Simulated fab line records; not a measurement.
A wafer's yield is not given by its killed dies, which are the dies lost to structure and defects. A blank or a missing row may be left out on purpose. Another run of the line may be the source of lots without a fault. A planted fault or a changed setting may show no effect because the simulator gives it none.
Lot-split experiment | flow rit cmos | on a route of 202 steps: 5 lots, 23 wafers read

## THE SPLIT
At RIT_PWELL_IMPLANT_08, the setting energy kev was moved away from the recipe's 170 on 7 of the 23 wafers read, by -4.1% to +4.9%. The other wafers ran this setting at the recipe's value.

The split's own step is where the reading is taken.

## THE READING
The simulator's own value implant.drp nm, read by no gauge, in nm at RIT_PWELL_IMPLANT_08. There is no usual value for it anywhere in the file.

wafer  | tool, chamber at the split | energy kev as run | against the recipe | implant.drp nm, nm | against lot-mates on the recipe
L077.1 | implanter-03, 0            | 170               | recipe             | 102.9              | -
L077.3 | implanter-03, 0            | 170               | recipe             | 102.9              | -
L077.4 | implanter-03, 0            | 170               | recipe             | 102.9              | -
L078.1 | implanter-04, 0            | 178.3             | +4.9%              | 104.2              | +1.3
L078.6 | implanter-04, 0            | 178.3             | +4.9%              | 104.2              | +1.3
L078.2 | implanter-04, 0            | 170               | recipe             | 102.9              | -
L078.4 | implanter-04, 0            | 170               | recipe             | 102.9              | -
L078.5 | implanter-04, 0            | 170               | recipe             | 102.9              | -
L079.1 | implanter-03, 0            | 170               | recipe             | 102.9              | -
L079.2 | implanter-03, 0            | 170               | recipe             | 102.9              | -
L079.3 | implanter-03, 0            | 170               | recipe             | 102.9              | -
L079.4 | implanter-03, 0            | 170               | recipe             | 102.9              | -
L079.6 | implanter-03, 0            | 170               | recipe             | 102.9              | -
L083.2 | implanter-02, 0            | 170               | recipe             | 102.9              | -
L083.5 | implanter-02, 0            | 170               | recipe             | 102.9              | -
L083.6 | implanter-02, 0            | 170               | recipe             | 102.9              | -
L083.3 | implanter-02, 0            | 173.6             | +2.1%              | 103.5              | +0.6
L083.4 | implanter-02, 0            | 173.6             | +2.1%              | 103.5              | +0.6
L084.1 | implanter-03, 0            | 163               | -4.1%              | 101.4              | -1.5
L084.2 | implanter-03, 0            | 163               | -4.1%              | 101.4              | -1.5
L084.6 | implanter-03, 0            | 163               | -4.1%              | 101.4              | -1.5
L084.3 | implanter-03, 0            | 170               | recipe             | 102.9              | -
L084.5 | implanter-03, 0            | 170               | recipe             | 102.9              | -

FIT RESULTS
A straight line over all 23 wafers: implant.drp nm changes by +0.315 nm for each +1% of energy kev; r = +0.99; the points scatter about the line by 0.093 nm.
The same after taking each lot's own level away (the mean of its wafers on the recipe; 23 wafers): +0.315 nm for each +1%; r = +0.99; scatter 0.093 nm.
Per that fit: largest energy kev move, reading shift of 1.5 nm.
The lots' own levels span 102.90 to 102.90 nm.
The two slopes agree, so the slope changes little with the lot-to-lot level.
Check: +1.55 nm against its lot-mates is what the line predicts for one of the wafers moved furthest among these (+4.9%) when that wafer is left out of the fit. It came out at +1.3 nm against them.

## THESE WAFERS: OTHER SPLITS
Before the reading, these wafers also passed through other splits. Each is held against what the fit with the lots' levels taken away leaves over:
other split on the same wafers   | wafers away from the commonest value | r with implant.drp nm (lot level and that fit taken away)
RIT_ACTIVE_CVD_03 pressure mtorr | 15                                   | -0.20
RIT_ACTIVE_ETCH_13 time s        | 9                                    | +0.11
RIT_FOX2_OXIDATION_00 temp c     | 15                                   | +0.52
RIT_PWELL_COAT_01 spin rpm       | 7                                    | +0.20

## THE WHOLE CHAIN: every reading that the file lists as answering this split, in the file's order
step                 | what it does | reading                                                         | change (the file's fit)               | r (the file's)
RIT_PWELL_IMPLANT_08 |              | implant.rp nm (the simulator's own value, which no gauge read)  | +3.71 nm for each +1% of the setting  | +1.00
RIT_PWELL_IMPLANT_08 |              | implant.drp nm (the simulator's own value, which no gauge read) | +0.308 nm for each +1% of the setting | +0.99

## THE FILE'S OWN FIT
implant.drp nm changes by +0.308 nm for each +1% of energy kev, r = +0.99.
